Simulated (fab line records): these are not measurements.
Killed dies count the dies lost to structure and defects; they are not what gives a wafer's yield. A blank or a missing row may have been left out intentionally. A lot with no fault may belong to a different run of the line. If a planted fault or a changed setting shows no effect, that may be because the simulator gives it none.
Comparing a struck lot with a sound one + flow ritCmos + 43 steps out of a route of 202
Sound: the wafers L678.2, L678.3, L678.5. The struck wafers were L687.2, L687.5, L687.6. At the end, the cause is stated.
At each step with rows: each side's tool, then ch and its chambers, then its first start. Under that, the readings that differ: sound wafers + struck wafers + difference of the means + sigmas: that difference in standard deviations of wafers without a fault.
alike: readings whose means differ by less than 2 such deviations, and words and numbers that are the same on both sides. not compared: withheld readings, readings that some wafer has no value for, bounds like >300 that may hide the same value, and numbers for which the record gives no deviation and whose values overlap.
Wherever a step has rows on one side only, a row that says differs or no value, or a row with sigmas, the two part there. Numbers that don't overlap but have no deviation are shown without sigmas and don't part them. Lack of a reading on every wafer of one side parts them only where that side has two or more wafers.

first, 4 steps without rows for these wafers: RIT_PLDD_SOFTBAKE_02 (time 60 s); RIT_PLDD_EXPOSE_03 (exposes mask M8, target cd 40900 nm); RIT_PLDD_PEB_04; RIT_PLDD_DEVELOP_05 (develop time 50 s).
RIT_PLDD_OVL_MEAS_06:
  sound on overlay-01, day 3 16:43; struck on overlay-02, day 5 12:25
  alike: PLDD_OVL
then, 2 steps without rows for these wafers: RIT_PLDD_HARDBAKE_07 (time 60 s); RIT_PLDD_IMPLANT_08.
RIT_PLDD_STRIP_09: strips in O2, time 180 s.
  sound on plasmaAsher-01 ch 0,1, day 3 17:05; struck on plasmaAsher-02 ch 0,1, day 5 12:45
  alike: drypumpMotorCurrentA
  not compared: rfHoursCounterH
RIT_PLDD_TW_MEAS_10:
  sound on filmMetro-02, day 3 17:16; struck on filmMetro-04, day 5 12:56
| reading | sound          | struck         | difference | sigmas |
|---------|----------------|----------------|------------|--------|
| PLDD_TW | 2355 2358 2368 | 2333 2318 2319 | -37        | -2     |
then, 3 steps without rows for these wafers: RIT_SPACER_CLEAN_00 (cleans in SC1, time 600 s); RIT_SPACER_CLEAN_01 (cleans in dHF, time 30 s); RIT_SPACER_CLEAN_02 (cleans in SC2, time 600 s).
RIT_SPACER_CVD_03: deposits Si3N4 from SiH2Cl2/NH3, target thk 250 nm, time 3300 s.
  sound on lpcvd-01 ch 1, day 3 17:41; struck on lpcvd-01 ch 1, day 5 13:21
  alike: nh3FlowSccm
RIT_SPACER_THK_MEAS_04:
  sound on filmMetro-01, day 3 19:36; struck on filmMetro-01, day 5 15:16
  alike: SPACER_NITRIDE_THK
RIT_SPACER_ETCHBACK_05: etches Si3N4 in SF6/CHF3, stops on SiO2, target depth 250 nm, time 240 s.
  sound on rieDiel-03 ch 0,2, day 3 19:39; struck on rieDiel-01 ch 0,2, day 5 15:19
  alike: drypumpMotorCurrentA, oesProductAu, throttleValvePct
  not compared: rfHoursCounterH
then, 6 steps without rows for these wafers: RIT_NSD_HMDS_00 (prime time 60 s); RIT_NSD_COAT_01 (resist thk 1000 nm); RIT_NSD_SOFTBAKE_02 (time 60 s); RIT_NSD_EXPOSE_03 (exposes mask M9, target cd 40700 nm); RIT_NSD_PEB_04; RIT_NSD_DEVELOP_05 (develop time 50 s).
RIT_NSD_OVL_MEAS_06:
  sound on overlay-02, day 3 20:40; struck on overlay-01, day 5 16:20
  alike: NSD_OVL
then, 2 steps without rows for these wafers: RIT_NSD_HARDBAKE_07 (time 60 s); RIT_NSD_IMPLANT_08.
RIT_NSD_STRIP_09: strips in O2, time 180 s.
  sound on plasmaAsher-02 ch 0,1, day 3 20:59; struck on plasmaAsher-02 ch 0,1, day 5 16:40
  alike: drypumpMotorCurrentA
  not compared: rfHoursCounterH
RIT_NSD_TW_MEAS_10:
  sound on filmMetro-02, day 3 21:11; struck on filmMetro-01, day 5 16:51
| reading | sound          | struck         | difference | sigmas |
|---------|----------------|----------------|------------|--------|
| NSD_TW  | 3146 3130 3155 | 3104 3090 3109 | -43        | -3     |
then, 6 steps without rows for these wafers: RIT_PSD_HMDS_00 (prime time 60 s); RIT_PSD_COAT_01 (resist thk 1000 nm); RIT_PSD_SOFTBAKE_02 (time 60 s); RIT_PSD_EXPOSE_03 (exposes mask M10, target cd 40900 nm); RIT_PSD_PEB_04; RIT_PSD_DEVELOP_05 (develop time 50 s).
RIT_PSD_OVL_MEAS_06:
  sound on overlay-01, day 3 22:13; struck on overlay-01, day 5 17:53
| reading      | sound       | struck         | difference | sigmas |
|--------------|-------------|----------------|------------|--------|
| PSD_OVL (nm) | 2.8 4.1 4.2 | -1.8 -0.6 -1.7 | -5.1       | -3     |
then, 2 steps without rows for these wafers: RIT_PSD_HARDBAKE_07 (time 60 s); RIT_PSD_IMPLANT_08.
RIT_PSD_STRIP_09: strips in O2, time 180 s.
  sound on plasmaAsher-01 ch 0,1, day 3 22:32; struck on plasmaAsher-03 ch 0,1, day 5 18:13
  alike: drypumpMotorCurrentA
  not compared: rfHoursCounterH
RIT_PSD_TW_MEAS_10:
  sound on filmMetro-02, day 3 22:43; struck on filmMetro-02, day 5 18:23
  alike: PSD_TW
then, 3 steps without rows for these wafers: RIT_SDANNEAL_CLEAN_00 (cleans in SC1, time 600 s); RIT_SDANNEAL_CLEAN_01 (cleans in dHF, time 30 s); RIT_SDANNEAL_CLEAN_02 (cleans in SC2, time 600 s).
RIT_SDANNEAL_RTA_03: time 5 s.
  sound on rtpAnneal-01 ch 0, day 3 23:09; struck on rtpAnneal-02 ch 0, day 5 18:49
  alike: wafer_temp_C_max
RIT_SDANNEAL_RS_MEAS_04: measures by four-point-probe.
  sound on filmMetro-01, day 3 23:13; struck on filmMetro-01, day 5 18:53
  alike: PSD_RS
RIT_M1_PROBE_99:
  sound on prober-02, day 4 06:45; struck on prober-01, day 6 09:09
| reading          | sound  | struck   | difference | sigmas |
|------------------|--------|----------|------------|--------|
| killedAtFrontEnd | 8 14 9 | 22 13 13 | +6         | +2     |
| killedDies       | 8 14 9 | 22 13 13 | +6         | +2     |
| killedOnRim      | 5 4 3  | 12 8 9   | +6         | +5     |
  alike: killedOpen, killedShort

== WHERE THEY PART ==
First at RIT_PLDD_TW_MEAS_10; last, within this record, at RIT_M1_PROBE_99.

WHY: what the simulator had put in
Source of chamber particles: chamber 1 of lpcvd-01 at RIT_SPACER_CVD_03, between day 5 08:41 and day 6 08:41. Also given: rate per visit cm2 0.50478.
